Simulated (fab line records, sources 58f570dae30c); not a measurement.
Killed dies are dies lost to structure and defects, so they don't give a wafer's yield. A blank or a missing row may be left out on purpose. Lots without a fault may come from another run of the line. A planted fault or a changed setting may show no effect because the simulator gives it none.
Which tool did it? | flow berkeley_cmos170 | 14 lots, 42 wafers sampled, at 4 steps of a route of 331

WHAT THE GAUGES READ, wafer by wafer
UCB170_V1_BOW_MEAS_03. Usual: V1_BOW 17 um, standard deviation 6.5.
lot  | measured     | on            | V1_BOW (um) | flag
L632 | day 7 20:32  | film_metro-03 | 21 22 21    |
L634 | day 8 21:26  | film_metro-02 | 14 13 17    |
L635 | day 9 01:07  | film_metro-03 | 21 11 21    |
L638 | day 9 19:41  | film_metro-02 | 29 27 10    |
L639 | day 9 21:01  | film_metro-03 | 14 7 7      |
L640 | day 10 03:55 | film_metro-01 | 14 27 15    |
L641 | day 10 05:14 | film_metro-02 | 24 18 28    |
L645 | day 11 09:47 | film_metro-01 | 21 17 17    |
L650 | day 11 23:53 | film_metro-02 | 20 12 7     |
L654 | day 12 10:44 | film_metro-01 | 7 11 16     |
L651 | day 12 12:05 | film_metro-03 | 14 34 21    |
L652 | day 12 13:27 | film_metro-01 | 13 17 18    |
L653 | day 12 13:25 | film_metro-03 | 11 1 15     |
L655 | day 13 08:32 | film_metro-02 | 16 12 19    |

UCB170_M3_CD_MEAS_15: target cd 700 nm. Usual: cd_nm 700.1 nm, standard deviation 1.4.
lot  | measured     | on        | cd_nm (nm)        | flag
L632 | day 8 08:42  | cd_sem-02 | 700.0 700.0 699.3 |
L634 | day 9 07:47  | cd_sem-01 | 700.6 701.8 701.8 |
L635 | day 9 12:27  | cd_sem-01 | 700.9 702.7 700.7 |
L638 | day 10 08:20 | cd_sem-02 | 699.6 699.0 699.0 |
L639 | day 10 09:04 | cd_sem-01 | 700.1 700.9 701.1 |
L640 | day 10 19:14 | cd_sem-01 | 696.2 699.1 697.5 |
L641 | day 10 19:18 | cd_sem-02 | 700.4 700.4 699.4 |
L645 | day 12 02:13 | cd_sem-02 | 700.5 698.6 699.1 |
L650 | day 12 10:40 | cd_sem-02 | 697.9 698.0 699.3 |
L654 | day 12 21:19 | cd_sem-01 | 700.4 700.9 700.4 |
L651 | day 13 00:20 | cd_sem-02 | 702.0 700.5 699.8 |
L652 | day 13 03:43 | cd_sem-01 | 701.8 702.7 702.8 |
L653 | day 13 02:53 | cd_sem-01 | 699.0 699.4 699.8 |
L655 | day 13 19:53 | cd_sem-01 | 699.0 699.9 699.4 |

WHICH TOOL RAN EACH LOT (tool, then ch and the chambers of the sampled wafers, then the start)
lot  | UCB170_M1_METAL_ETCH_12           | UCB170_V1_STRIP_15
L632 | rie_metal-04 ch 0,1, day 7 17:56  | plasma_asher-02 ch 0,1, day 8 00:58
L634 | rie_metal-02 ch 0,1, day 8 19:13  | plasma_asher-02 ch 0,1, day 8 23:35
L635 | rie_metal-02 ch 0,1, day 8 21:54  | plasma_asher-03 ch 0,1, day 9 03:31
L638 | rie_metal-04 ch 0,1, day 9 17:29  | plasma_asher-04 ch 0,1, day 9 23:26
L639 | rie_metal-02 ch 0,1, day 9 17:43  | plasma_asher-02 ch 0,1, day 9 23:39
L640 | rie_metal-01 ch 0,1, day 10 01:41 | plasma_asher-04 ch 0,1, day 10 08:56
L641 | rie_metal-02 ch 0,1, day 10 02:10 | plasma_asher-02 ch 0,1, day 10 09:02
L645 | rie_metal-01 ch 0,1, day 11 06:15 | plasma_asher-03 ch 0,1, day 11 12:40
L650 | rie_metal-02 ch 0,1, day 11 21:40 | plasma_asher-03 ch 0,1, day 12 02:14
L654 | rie_metal-01 ch 0,1, day 12 08:31 | plasma_asher-03 ch 0,1, day 12 12:23
L651 | rie_metal-02 ch 0,1, day 12 08:44 | plasma_asher-02 ch 0,1, day 12 13:59
L652 | rie_metal-04 ch 0,1, day 12 10:19 | plasma_asher-04 ch 1, day 12 18:43
L653 | rie_metal-01 ch 0,1, day 12 10:38 | plasma_asher-02 ch 0,1, day 12 17:56
L655 | rie_metal-04 ch 0,1, day 13 06:20 | plasma_asher-02 ch 0,1, day 13 11:14
- UCB170_M1_METAL_ETCH_12: etches Al in Cl2/BCl3, stops on PSG, target depth 780 nm, time 130 s.
- UCB170_V1_STRIP_15: strips in O2.

WHAT THE TOOLS THEMSELVES READ (means of the sampled wafers that have a number; where no wafer has one, the mark that the record gives instead)
UCB170_M1_METAL_ETCH_12. Usual: drypump_motor_current_A 5.9 A, standard deviation 0.62; mfc_cl2_sccm 89.99 sccm, standard deviation 0.26; oes_product_au 0.852 a.u., standard deviation 0.015; throttle_valve_pct 24.5 %, standard deviation 0.34.
lot  | tool         | drypump_motor_current_A (A) | mfc_cl2_sccm (sccm) | oes_product_au (a.u.) | throttle_valve_pct (%) | flag
L632 | rie_metal-04 | 5.2                         | 89.96               | 0.858                 | 24.1                   |
L634 | rie_metal-02 | 6.4                         | 90.05               | 0.859                 | 24.5                   |
L635 | rie_metal-02 | 6.2                         | 89.88               | 0.865                 | 24.7                   |
L638 | rie_metal-04 | 5.4                         | 89.76               | 0.867                 | 24.3                   |
L639 | rie_metal-02 | 6.2                         | 89.76               | 0.852                 | 24.7                   |
L640 | rie_metal-01 | 6.5                         | 90.14               | 0.832                 | 24.7                   |
L641 | rie_metal-02 | 6.2                         | 90.27               | 0.865                 | 24.6                   |
L645 | rie_metal-01 | 6.3                         | 89.86               | 0.833                 | 24.9                   |
L650 | rie_metal-02 | 6.4                         | 90.31               | 0.855                 | 24.6                   |
L654 | rie_metal-01 | 6.3                         | 89.92               | 0.840                 | 24.9                   |
L651 | rie_metal-02 | 6.4                         | 89.96               | 0.852                 | 24.5                   |
L652 | rie_metal-04 | 5.4                         | 90.04               | 0.858                 | 24.3                   |
L653 | rie_metal-01 | 6.3                         | 89.98               | 0.842                 | 24.9                   |
L655 | rie_metal-04 | 5.2                         | 89.91               | 0.857                 | 24.1                   |

UCB170_V1_STRIP_15. Usual: drypump_motor_current_A 5.9 A, standard deviation 0.54; oes_product_au 0.721 a.u., standard deviation 0.0046; strip_time_to_endpoint_s 15.19 s, standard deviation 0.19.
lot  | tool            | drypump_motor_current_A (A) | oes_product_au (a.u.) | strip_time_to_endpoint_s (s) | flag
L632 | plasma_asher-02 | 6.3                         | 0.722                 | 15.15                        |
L634 | plasma_asher-02 | 6.3                         | 0.719                 | 15.09                        |
L635 | plasma_asher-03 | 5.5                         | 0.722                 | 15.24                        |
L638 | plasma_asher-04 | 5.3                         | 0.722                 | 15.13                        |
L639 | plasma_asher-02 | 6.3                         | 0.721                 | 15.23                        |
L640 | plasma_asher-04 | 5.3                         | 0.720                 | 15.25                        |
L641 | plasma_asher-02 | 6.3                         | 0.717                 | 15.14                        |
L645 | plasma_asher-03 | 5.4                         | 0.721                 | 15.12                        |
L650 | plasma_asher-03 | 5.6                         | 0.723                 | 15.34                        |
L654 | plasma_asher-03 | 5.6                         | 0.720                 | 15.21                        |
L651 | plasma_asher-02 | 6.3                         | 0.719                 | 15.10                        |
L652 | plasma_asher-04 | 4.8                         | 0.719                 | 15.24                        |
L653 | plasma_asher-02 | 6.2                         | 0.725                 | 15.01                        |
L655 | plasma_asher-02 | 6.2                         | 0.723                 | 15.39                        |

THE ANSWER, worked out from the rows above alone
Rule: a lot is off if the mean of its wafers that have a number lies more than 3 standard deviations from the usual mean. A lot without any number at a reading at which 4 lots or more have one is off too. The other lots that the step has rows for count as sound. The gauges are gone through in route order, then the tools' own readings, and for those a lot's mean is taken as printed above. The first step at which some lot is off is used, and at that step the reading that is off furthest; a lot without a number counts as furthest.
No lot is off at any reading shown: from this, nothing can be told.

WHAT THE SIMULATOR HAD PUT IN
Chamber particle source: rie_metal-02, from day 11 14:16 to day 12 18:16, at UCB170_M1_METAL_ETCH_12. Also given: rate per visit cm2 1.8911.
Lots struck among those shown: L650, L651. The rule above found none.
